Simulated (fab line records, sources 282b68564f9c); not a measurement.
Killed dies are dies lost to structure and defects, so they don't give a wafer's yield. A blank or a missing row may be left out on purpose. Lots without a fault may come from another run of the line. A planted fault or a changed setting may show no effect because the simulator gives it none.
Which tool did it? | flow rit_cmos | 14 lots, 42 wafers sampled, at 2 steps of a route of 202

WHAT THE GAUGES READ, wafer by wafer
RIT_ACTIVE_THK_MEAS_04. Usual: ACTIVE_NITRIDE_THK 150.1 nm, standard deviation 1.6.
lot  | measured    | on            | ACTIVE_NITRIDE_THK (nm) | flag
L457 | day 1 13:50 | film_metro-03 | 150.3 151.4 151.3       |
L458 | day 1 18:56 | film_metro-03 | 151.4 152.2 151.7       |
L459 | day 2 00:44 | film_metro-03 | 151.6 151.5 150.0       |
L460 | day 2 05:55 | film_metro-03 | 149.4 149.2 150.5       |
L461 | day 2 11:32 | film_metro-03 | 149.8 150.9 150.4       |
L462 | day 2 17:10 | film_metro-01 | 149.6 149.0 149.0       |
L463 | day 2 21:52 | film_metro-01 | 150.7 150.7 150.2       |
L464 | day 3 05:07 | film_metro-03 | 152.2 152.9 150.9       |
L466 | day 3 10:33 | film_metro-03 | 147.5 148.9 149.2       |
L467 | day 3 16:48 | film_metro-02 | 148.2 147.9 148.9       |
L471 | day 4 12:14 | film_metro-02 | 147.8 148.2 148.7       |
L472 | day 4 19:31 | film_metro-03 | 192.4 191.3 191.9       | OFF
L474 | day 5 02:32 | film_metro-01 | 194.0 193.6 195.1       | OFF
L478 | day 5 22:58 | film_metro-03 | 149.4 151.5 149.7       |

WHICH TOOL RAN EACH LOT (tool, then ch and the chambers of the sampled wafers, then the start)
lot  | RIT_ACTIVE_CVD_03
L457 | lpcvd-01 ch 0, day 1 12:25
L458 | lpcvd-01 ch 1, day 1 17:31
L459 | lpcvd-01 ch 0, day 1 23:19
L460 | lpcvd-02 ch 1, day 2 04:28
L461 | lpcvd-01 ch 1, day 2 10:07
L462 | lpcvd-01 ch 1, day 2 15:43
L463 | lpcvd-01 ch 1, day 2 20:27
L464 | lpcvd-02 ch 0, day 3 02:59
L466 | lpcvd-02 ch 0, day 3 09:07
L467 | lpcvd-01 ch 0, day 3 15:22
L471 | lpcvd-02 ch 1, day 4 10:50
L472 | lpcvd-02 ch 0, day 4 17:23
L474 | lpcvd-02 ch 1, day 5 01:07
L478 | lpcvd-01 ch 1, day 5 21:32
- RIT_ACTIVE_CVD_03: deposits Si3N4 from SiH2Cl2/NH3, target thk 150 nm, time 1500 s.

WHAT THE TOOLS THEMSELVES READ (means of the sampled wafers that have a number; where no wafer has one, the mark that the record gives instead)
RIT_ACTIVE_CVD_03. Usual: nh3_flow_sccm 150.0 sccm, standard deviation 0.45; spike_tc_centre_C 813.3 C, standard deviation 1.5; spike_tc_load_C 832.3 C, standard deviation 1.8; spike_tc_source_C 833 C, standard deviation 3.4; susceptor_temp_C 810.1 C, standard deviation 0.31.
lot  | tool     | nh3_flow_sccm (sccm) | spike_tc_centre_C (C) | spike_tc_load_C (C) | spike_tc_source_C (C) | susceptor_temp_C (C) | flag
L457 | lpcvd-01 | 149.6                | 812.0                 | 831.2               | 834                   | 810.3                |
L458 | lpcvd-01 | 150.0                | 815.4                 | 831.1               | 828                   | 809.8                |
L459 | lpcvd-01 | 150.1                | 810.7                 | 831.2               | 834                   | 810.2                |
L460 | lpcvd-02 | 149.4                | 811.6                 | 833.4               | 831                   | 809.8                |
L461 | lpcvd-01 | 150.6                | 813.2                 | 830.1               | 830                   | 810.3                |
L462 | lpcvd-01 | 149.7                | 814.4                 | 830.7               | 829                   | 810.3                |
L463 | lpcvd-01 | 150.2                | 814.2                 | 831.6               | 830                   | 810.4                |
L464 | lpcvd-02 | 149.8                | 813.7                 | 833.7               | 837                   | 810.1                |
L466 | lpcvd-02 | 150.5                | 813.7                 | 834.3               | 837                   | 810.2                |
L467 | lpcvd-01 | 149.7                | 811.0                 | 831.2               | 833                   | 810.1                |
L471 | lpcvd-02 | 150.6                | 812.7                 | 832.2               | 831                   | 809.9                |
L472 | lpcvd-02 | 149.9                | 829.9                 | 849.8               | 852                   | 825.0                | OFF
L474 | lpcvd-02 | 149.8                | 828.1                 | 846.4               | 845                   | 825.4                | OFF
L478 | lpcvd-01 | 149.9                | 814.4                 | 830.0               | 830                   | 810.5                |

THE ANSWER, worked out from the rows above alone
Rule: a lot is off if the mean of its wafers that have a number lies more than 3 standard deviations from the usual mean. A lot without any number at a reading at which 4 lots or more have one is off too. The other lots that the step has rows for count as sound. The gauges are gone through in route order, then the tools' own readings, and for those a lot's mean is taken as printed above. The first step at which some lot is off is used, and at that step the reading that is off furthest; a lot without a number counts as furthest.
Off: L472, L474, at RIT_ACTIVE_THK_MEAS_04 (ACTIVE_NITRIDE_THK).
A tool fits if, at a process step before that reading, it ran every lot that is off, and no sound lot after the first of them. The gauges at RIT_ACTIVE_THK_MEAS_04 aren't tried: what is off there is off at RIT_ACTIVE_CVD_03 too, on other tools, and a gauge's error can't cause that. One fits: lpcvd-02 at RIT_ACTIVE_CVD_03. Its last sound lot is L471 (day 4 10:50), its first lot that is off L472 (day 4 17:23): a fault that began between those two fits.
The tool's own readings at RIT_ACTIVE_CVD_03 bear it out: on the lots that are off they differ by more than 5 times the standard deviation of the sound lots' means. spike_tc_centre_C reads 829.0 C there against 813.1 C on the sound lots; spike_tc_load_C reads 848.1 C there against 831.7 C on the sound lots; spike_tc_source_C reads 848 C there against 832 C on the sound lots; susceptor_temp_C reads 825.2 C there against 810.2 C on the sound lots.

WHAT THE SIMULATOR HAD PUT IN
Process parameter drift: lpcvd-02, from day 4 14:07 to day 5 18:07, at RIT_ACTIVE_CVD_03. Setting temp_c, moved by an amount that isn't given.
Lots struck among those shown: L472, L474. The rule above found the same.
